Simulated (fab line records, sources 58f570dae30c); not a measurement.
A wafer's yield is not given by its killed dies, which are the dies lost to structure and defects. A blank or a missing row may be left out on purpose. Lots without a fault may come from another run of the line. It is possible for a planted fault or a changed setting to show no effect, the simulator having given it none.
The tool behind it: which one? | flow berkeleyCmos170 | 7 lots (21 wafers sampled), 1 step of a 331-step route

## WHAT THE GAUGES SHOWED, per wafer
UCB170_V1_BOW_MEAS_03.
lot  | measured     | on           | V1_BOW (um)
L993 | day 7 03:02  | filmMetro-01 | 7 16 17
L996 | day 8 02:34  | filmMetro-02 | 27 15 16
L106 | day 10 01:38 | filmMetro-02 | 13 9 33
L108 | day 10 12:00 | filmMetro-04 | 17 15 25
L113 | day 11 06:49 | filmMetro-02 | 31 24 14
L114 | day 11 17:24 | filmMetro-02 | 22 21 30
L116 | day 11 21:45 | filmMetro-02 | 7 16 25

## TOOL THAT RAN EACH LOT (tool first, then ch and the chambers of the sampled wafers, then the start)
Before these readings, the record contains no process step.

## THE ANSWER, worked out from the rows above alone
Rule: the usual values come from the lots themselves. The widest of any qualifying gaps counts: lots, ordered by their means at a reading, are off when they make up no more than a third of the lots, leave a main group of 4 or more, and stand apart from it by 3 or more times the standard deviation of that group's means. A main group is skipped when, at the precision printed for the reading in the tables above, its means are all equal. Also off: a lot with no number at a reading for which 4 or more lots have one. Any other lot the step has rows for is counted as sound.
No lot is off on any of the readings shown, so nothing can be concluded from this.

## WHAT THE SIMULATOR PUT IN
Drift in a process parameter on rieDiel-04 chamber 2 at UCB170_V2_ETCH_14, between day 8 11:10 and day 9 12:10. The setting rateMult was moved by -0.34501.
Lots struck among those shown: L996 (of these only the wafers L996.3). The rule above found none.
